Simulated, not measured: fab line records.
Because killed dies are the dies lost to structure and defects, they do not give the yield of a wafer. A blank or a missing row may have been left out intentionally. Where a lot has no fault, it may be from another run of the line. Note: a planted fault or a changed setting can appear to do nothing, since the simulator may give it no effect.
Which of the tools did it? ; flow ritCmos ; 42 wafers from 14 lots sampled at 2 of the route's 202 steps

== WHAT THE GAUGES READ, wafer by wafer ==
The record lacks any reading of a measuring or inspecting step that a usual standard deviation could be used to judge.

== TOOL THAT RAN EACH LOT (tool first, then ch and the chambers of the sampled wafers, then the start) ==
lot;RIT_NWELL_SOFTBAKE_02;RIT_M1_PROBE_99
L249;lithoTrack-04 ch 0, day 1 21:13;-
L250;lithoTrack-02 ch 0, day 2 06:00;prober-01, day 3 22:50
L252;lithoTrack-03 ch 0, day 2 17:04;-
L253;lithoTrack-02 ch 0, day 2 20:13;-
L254;lithoTrack-04 ch 0, day 3 03:41;-
L255;lithoTrack-02 ch 0, day 3 03:43;-
L256;lithoTrack-04 ch 0, day 3 08:25;-
L257;lithoTrack-04 ch 0, day 3 14:00;prober-01, day 5 07:52
L258;lithoTrack-03 ch 0, day 3 18:18;-
L260;lithoTrack-03 ch 0, day 4 04:32;-
L263;lithoTrack-03 ch 0, day 4 19:51;-
L268;lithoTrack-03 ch 0, day 5 20:24;prober-01, day 7 11:11
L269;lithoTrack-04 ch 0, day 6 00:42;-
L271;lithoTrack-04 ch 0, day 6 11:50;prober-02, day 8 05:07
- RIT_NWELL_SOFTBAKE_02: time 60 s.
- RIT_M1_PROBE_99

== AS READ BY THE TOOLS THEMSELVES (means over the sampled wafers that have a number; for cases with no such wafer, the mark the record gives instead) ==
RIT_NWELL_SOFTBAKE_02. Usual: exhaustPa 44.9 Pa, standard deviation 0.83; heaterPowerTotalW 34.56 W, standard deviation 0.051; runLengthS 89.28 s, standard deviation 0.18.
lot;tool;exhaustPa (Pa);heaterPowerTotalW (W);runLengthS (s);flag
L249;lithoTrack-04;44.4;34.53;89.11;
L250;lithoTrack-02;44.6;34.51;89.36;
L252;lithoTrack-03;45.5;34.56;89.28;
L253;lithoTrack-02;43.8;34.56;89.40;
L254;lithoTrack-04;44.8;34.58;89.01;
L255;lithoTrack-02;45.4;34.49;89.36;
L256;lithoTrack-04;45.0;34.60;89.01;
L257;lithoTrack-04;44.1;34.59;89.17;
L258;lithoTrack-03;44.6;34.56;89.40;
L260;lithoTrack-03;45.0;34.56;89.37;
L263;lithoTrack-03;44.9;34.54;106.91;OFF
L268;lithoTrack-03;44.0;34.60;106.96;OFF
L269;lithoTrack-04;45.1;34.57;89.17;
L271;lithoTrack-04;44.4;34.53;89.02;

RIT_M1_PROBE_99. Usual: killedAtContacts 0.1, standard deviation 0.31; killedAtFrontEnd 6.3, standard deviation 2.7; killedDies 6.4, standard deviation 2.7; killedOpen 3.3, standard deviation 2; killedShort 3, standard deviation 1.8.
lot;tool;killedAtContacts;killedAtFrontEnd;killedDies;killedOpen;killedShort;flag
L250;prober-01;0.0;4.3;4.3;1.7;3;
L257;prober-01;0.0;6.0;6.0;4.3;2;
L268;prober-01;0.3;4.0;4.3;1.3;3;
L271;prober-02;0.0;7.0;7.0;3.0;4;

== THE ANSWER, worked out from the rows above alone ==
Rule: take the mean of a lot's wafers that have a number; if it is more than 3 standard deviations from the usual mean, the lot is off. A lot without any number at a reading at which 4 lots or more have one is off too. Where the step has rows for the other lots, those lots are counted as sound. The gauges are gone through in route order, then the tools' own readings, and for those a lot's mean is taken as printed above. At the first step where some lot is off, the reading lying furthest off is the one used; lots without a number count as furthest.
Off: L263, L268, at RIT_NWELL_SOFTBAKE_02 (runLengthS).
A tool fits if, at that step or a process step before it, it ran every lot that is off, and no sound lot after the first of them. One fits: RIT_NWELL_SOFTBAKE_02 on lithoTrack-03. Its last sound lot is L260 (day 4 04:32), its first lot that is off L263 (day 4 19:51): a fault that began between those two fits.
On the lots that are off, the tool's own readings at RIT_NWELL_SOFTBAKE_02 differ by more than 5 times the standard deviation of the sound lots' means, which bears it out; runLengthS reads 106.94 s there versus 89.22 s on the sound lots.

== WHAT THE SIMULATOR HAD PUT IN ==
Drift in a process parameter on lithoTrack-03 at RIT_NWELL_SOFTBAKE_02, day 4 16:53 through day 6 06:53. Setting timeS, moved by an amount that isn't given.
Shown lots that were struck: L263, L268. The rule above reached the same finding.
